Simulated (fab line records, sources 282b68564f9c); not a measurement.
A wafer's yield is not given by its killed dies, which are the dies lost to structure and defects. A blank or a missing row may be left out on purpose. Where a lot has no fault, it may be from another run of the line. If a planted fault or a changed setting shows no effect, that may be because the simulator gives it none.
Problem report, 8D (eight disciplines) form, completed by code | flow rit-cmos | the parts of the form that need people (team, actions taken, sign-off) are left out

## 1. WHAT WENT WRONG
At RIT_ACTIVE_CD_MEAS_90, cd-nm averages 1384.5 nm over 6 wafers from 2 lots, while fault-free wafers read 1400.7 nm, standard deviation 1.9. Measured from the usual mean, that is -8.5 standard deviations.
The step: target cd 1400 nm.
Earliest sighting: wafer L149.1 on cd-sem-02 at day 4 18:40. At this step, 42 wafers from 14 lots have a number in the record. The rule behind "out" and "out of limits": a value lying over 4 standard deviations away from the usual mean. Any other wafer with a number is counted as sound.

## 2. WHAT IT IS; WHAT IT IS NOT
question                    | is                     | is not
which readings at this step | cd-nm                  | -
which lots                  | L149, L150             | L134, L135, L137, L138, L140, L141, L143, L145, L146, L148, L155, L157
which wafers of those lots  | all that have a number | -
read on which gauges        | cd-sem-01, cd-sem-02   | -
when                        | from day 4 18:40       | up to then (30 sound wafers); but 6 sound wafers of L155, L157 came after

## 3. THE SUSPECTS, EACH WITH WHAT RULES IT OUT
Counting: a tool at a process step up to the reading stays a suspect if it ran every lot that is out and no sound lot after the first of them.
- the gauge at RIT_ACTIVE_CD_MEAS_90: ruled out. Those wafers that are out were read across 2 gauges (cd-sem-01, cd-sem-02).
- litho-track-02 at RIT_ACTIVE_HARDBAKE_12 (time 60 s): kept. It processed each lot that is out, first L149 at day 4 18:12, and no sound lot thereafter; up to then, the last sound lot it processed was L146 at day 4 04:05. Out on those wafers are its own readings of heater-power-total-W, plate-temp-C.
The count leaves litho-track-02 at RIT_ACTIVE_HARDBAKE_12.

## 4. THE CAUSE (what the simulator had put in)
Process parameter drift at RIT_ACTIVE_HARDBAKE_12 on litho-track-02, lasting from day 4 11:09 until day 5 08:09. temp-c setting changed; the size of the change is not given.
After counting, this tool was the only one left.

## 5. THE CHAIN OF EFFECTS, in route order
Rows list readings where the struck wafers' mean (over those with a number) sits beyond 3 standard deviations from the usual. Readings are gone through only where the record gives a usual standard deviation; hours: the median, over the lots, of the time from a lot's start at the first step in this table giving one to that lot's start at this step; sigmas: the change measured in usual standard deviations.
hours | step                   | reading              | usual     | on struck wafers | change | sigmas
0     | RIT_ACTIVE_HARDBAKE_12 | heater-power-total-W | 62.54 W   | 61.43            | -1.11  | -22
0     | RIT_ACTIVE_HARDBAKE_12 | plate-temp-C         | 140.00 C  | 137.99           | -2.01  | -13
0     | RIT_ACTIVE_CD_MEAS_90  | cd-nm                | 1400.7 nm | 1384.5           | -16.2  | -8.5
The process steps in it:
- RIT_ACTIVE_HARDBAKE_12: time 60 s.

## 6. HOW IT WOULD HAVE BEEN CAUGHT EARLIER
Counted from the fault's start at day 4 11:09, it took 8 hours until the first out-of-limits reading at a measuring or inspecting step in this record, taken at day 4 18:40.
The tool's own readings at RIT_ACTIVE_HARDBAKE_12 were out on every struck wafer that the step has a row for (heater-power-total-W, plate-temp-C): an alarm limit on them would have fired on the first of those.
Of the lots that are out (2), L150 began RIT_ACTIVE_HARDBAKE_12 on litho-track-02 after day 4 18:40. A hold on the tool at that time would have spared it.
